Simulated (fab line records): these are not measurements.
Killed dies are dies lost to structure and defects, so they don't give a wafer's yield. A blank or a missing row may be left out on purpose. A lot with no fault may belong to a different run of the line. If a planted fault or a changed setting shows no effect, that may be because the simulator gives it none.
Which tool was responsible? -- flow rit-cmos -- Sampling: 12 lots, 36 wafers, 2 of 202 route steps

== WHAT EACH GAUGE READ, for each wafer ==
RIT_M1_CD_MEAS_09: target cd 2600 nm. Usual: cd-nm 2599.8 nm, standard deviation 2.2.
lot,measured,on,cd-nm (nm),flag
L316,day 3 05:38,cd-sem-01,2598.4 2601.9 2600.0,
L317,day 3 10:53,cd-sem-01,2601.3 2601.5 2601.6,
L318,day 3 17:10,cd-sem-01,2598.6 2597.2 2600.1,
L319,day 3 21:23,cd-sem-01,2604.9 2605.7 2604.8,
L320,day 4 01:43,cd-sem-02,2596.9 2597.6 2599.9,
L321,day 4 06:26,cd-sem-02,2602.4 2602.8 2603.3,
L323,day 4 18:08,cd-sem-02,2602.6 2599.5 2599.6,
L324,day 4 23:24,cd-sem-02,- - -,OFF
L325,day 5 04:57,cd-sem-02,- - -,OFF
L334,day 7 11:59,cd-sem-02,2600.7 2602.3 2600.8,
L335,day 7 16:03,cd-sem-02,2600.0 2601.2 2599.3,
L336,day 7 17:56,cd-sem-02,2600.4 2600.6 2601.4,

== WHAT TOOL EACH LOT RAN ON (gives the tool, then ch and the chambers of the sampled wafers, and finally the start) ==
lot,RIT_M1_COAT_04
L316,"litho-track-04 ch 0, day 3 04:47"
L317,"litho-track-04 ch 0, day 3 10:10"
L318,"litho-track-04 ch 0, day 3 16:19"
L319,"litho-track-02 ch 0, day 3 20:32"
L320,"litho-track-01 ch 0, day 4 00:59"
L321,"litho-track-04 ch 0, day 4 05:43"
L323,"litho-track-04 ch 0, day 4 17:25"
L324,"litho-track-01, day 4 22:40"
L325,"litho-track-04, day 5 04:13"
L334,"litho-track-01 ch 0, day 7 11:08"
L335,"litho-track-04 ch 0, day 7 15:07"
L336,"litho-track-02 ch 0, day 7 17:06"
- RIT_M1_COAT_04: resist thk 1300 nm.

== WHAT THE TOOLS THEMSELVES READ (means of the sampled wafers that have a number; where no wafer has one, the mark that the record gives instead) ==
RIT_M1_COAT_04. Usual: chill-plate-temp-C 23.00 C, standard deviation 0.11; dispense-pressure-kPa 49.2 kPa, standard deviation 2.7; exhaust-pa 45.0 Pa, standard deviation 0.86.
lot,tool,chill-plate-temp-C (C),dispense-pressure-kPa (kPa),exhaust-pa (Pa),flag
L316,litho-track-04,22.93,48.4,45.5,
L317,litho-track-04,23.09,48.4,44.0,
L318,litho-track-04,22.98,48.4,45.4,
L319,litho-track-02,23.04,46.0,44.5,
L320,litho-track-01,22.85,52.4,44.8,
L321,litho-track-04,23.02,48.4,44.5,
L323,litho-track-04,23.10,48.4,45.7,
L324,litho-track-01,-,-,-,OFF
L325,litho-track-04,-,-,-,OFF
L334,litho-track-01,22.97,52.4,44.7,
L335,litho-track-04,22.97,48.3,44.9,
L336,litho-track-02,23.04,46.0,44.7,

== THE ANSWER, worked out from the rows above alone ==
Rule: take the mean of a lot's wafers that have a number; if it is more than 3 standard deviations from the usual mean, the lot is off. Also off: a lot with no number at a reading for which 4 or more lots have one. Where the step has rows for the other lots, those lots are counted as sound. After the gauges, taken in route order, come the tools' own readings; for these a lot's mean is taken, as printed above. At the first step where some lot is off, the reading lying furthest off is the one used; lots without a number count as furthest.
Off at RIT_M1_CD_MEAS_09 (cd-nm): L324, L325. Without a number there: L324, L325.
A tool fits if, at a process step before that reading, it ran every lot that is off, and no sound lot after the first of them. The gauges at RIT_M1_CD_MEAS_09 aren't tried: what is off there is off at RIT_M1_COAT_04 too, on other tools, and a gauge's error can't cause that. No candidate that was tried fits.

== WHAT THE SIMULATOR HAD INSERTED ==
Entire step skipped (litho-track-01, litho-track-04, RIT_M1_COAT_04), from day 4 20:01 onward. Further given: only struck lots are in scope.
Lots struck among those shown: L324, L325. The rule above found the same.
